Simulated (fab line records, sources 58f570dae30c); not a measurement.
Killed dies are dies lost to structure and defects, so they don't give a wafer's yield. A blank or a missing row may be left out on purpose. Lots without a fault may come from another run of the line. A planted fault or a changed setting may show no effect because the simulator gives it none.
Which tool did it? | flow berkeley_cmos170 | 14 lots, 42 wafers sampled, at 2 steps of a route of 331

WHAT THE GAUGES READ, wafer by wafer
UCB170_GATE_CD_MEAS_12: target cd 350 nm. Usual: cd_nm 350.0 nm, standard deviation 1.4.
lot  | measured     | on        | cd_nm (nm)        | flag
L163 | day 6 09:17  | cd_sem-01 | 349.6 351.4 348.9 |
L168 | day 7 02:38  | cd_sem-02 | 349.6 351.6 350.6 |
L167 | day 7 03:07  | cd_sem-01 | 350.4 350.9 350.3 |
L171 | day 7 12:37  | cd_sem-01 | 349.7 350.9 349.1 |
L169 | day 7 12:44  | cd_sem-02 | 350.3 349.9 350.0 |
L172 | day 8 00:56  | cd_sem-01 | 354.9 355.7 355.9 | OFF
L173 | day 8 01:08  | cd_sem-02 | 352.1 351.4 351.5 |
L175 | day 8 23:57  | cd_sem-02 | 355.5 354.1 355.7 | OFF
L180 | day 10 08:13 | cd_sem-02 | 351.1 350.5 350.8 |
L179 | day 10 08:28 | cd_sem-01 | 349.8 350.6 351.4 |
L183 | day 10 23:09 | cd_sem-02 | 349.9 349.4 349.4 |
L184 | day 10 23:23 | cd_sem-01 | 348.6 349.9 349.0 |
L186 | day 11 07:59 | cd_sem-02 | 352.8 352.3 351.4 |
L185 | day 11 08:13 | cd_sem-01 | 348.2 348.0 347.7 |

WHICH TOOL RAN EACH LOT (tool, then ch and the chambers of the sampled wafers, then the start)
lot  | UCB170_GATE_SOFTBAKE_08
L163 | litho_track-02 ch 0, day 6 08:00
L168 | litho_track-02 ch 0, day 7 02:00
L167 | litho_track-04 ch 0, day 7 02:00
L171 | litho_track-04 ch 0, day 7 11:00
L169 | litho_track-02 ch 0, day 7 11:00
L172 | litho_track-02 ch 0, day 7 23:00
L173 | litho_track-04 ch 0, day 8 00:00
L175 | litho_track-02 ch 0, day 8 22:00
L180 | litho_track-04 ch 0, day 10 07:00
L179 | litho_track-03 ch 0, day 10 07:00
L183 | litho_track-04 ch 0, day 10 22:00
L184 | litho_track-03 ch 0, day 10 22:00
L186 | litho_track-02 ch 0, day 11 06:00
L185 | litho_track-03 ch 0, day 11 06:00
- UCB170_GATE_SOFTBAKE_08: time 60 s.

WHAT THE TOOLS THEMSELVES READ (means of the sampled wafers that have a number; where no wafer has one, the mark that the record gives instead)
UCB170_GATE_SOFTBAKE_08. Usual: heater_power_total_W 56.80 W, standard deviation 0.042; plate_temp_C 130.04 C, standard deviation 0.15.
lot  | tool           | heater_power_total_W (W) | plate_temp_C (C) | flag
L163 | litho_track-02 | 56.82                    | 130.15           |
L168 | litho_track-02 | 56.80                    | 130.01           |
L167 | litho_track-04 | 56.81                    | 130.00           |
L171 | litho_track-04 | 56.78                    | 129.93           |
L169 | litho_track-02 | 56.82                    | 130.09           |
L172 | litho_track-02 | 55.56                    | 127.85           | OFF
L173 | litho_track-04 | 56.79                    | 130.04           |
L175 | litho_track-02 | 55.53                    | 127.75           | OFF
L180 | litho_track-04 | 56.81                    | 130.02           |
L179 | litho_track-03 | 56.79                    | 129.90           |
L183 | litho_track-04 | 56.79                    | 130.11           |
L184 | litho_track-03 | 56.75                    | 129.97           |
L186 | litho_track-02 | 56.79                    | 129.99           |
L185 | litho_track-03 | 56.80                    | 130.16           |

THE ANSWER, worked out from the rows above alone
Rule: a lot is off if the mean of its wafers that have a number lies more than 3 standard deviations from the usual mean. A lot without any number at a reading at which 4 lots or more have one is off too. The other lots that the step has rows for count as sound. The gauges are gone through in route order, then the tools' own readings, and for those a lot's mean is taken as printed above. The first step at which some lot is off is used, and at that step the reading that is off furthest; a lot without a number counts as furthest.
Off: L172, L175, at UCB170_GATE_CD_MEAS_12 (cd_nm).
A tool fits if, at a process step before that reading, it ran every lot that is off, and no sound lot after the first of them. The gauges at UCB170_GATE_CD_MEAS_12 aren't tried: what is off there is off at UCB170_GATE_SOFTBAKE_08 too, on other tools, and a gauge's error can't cause that. None of those tried fits.

WHAT THE SIMULATOR HAD PUT IN
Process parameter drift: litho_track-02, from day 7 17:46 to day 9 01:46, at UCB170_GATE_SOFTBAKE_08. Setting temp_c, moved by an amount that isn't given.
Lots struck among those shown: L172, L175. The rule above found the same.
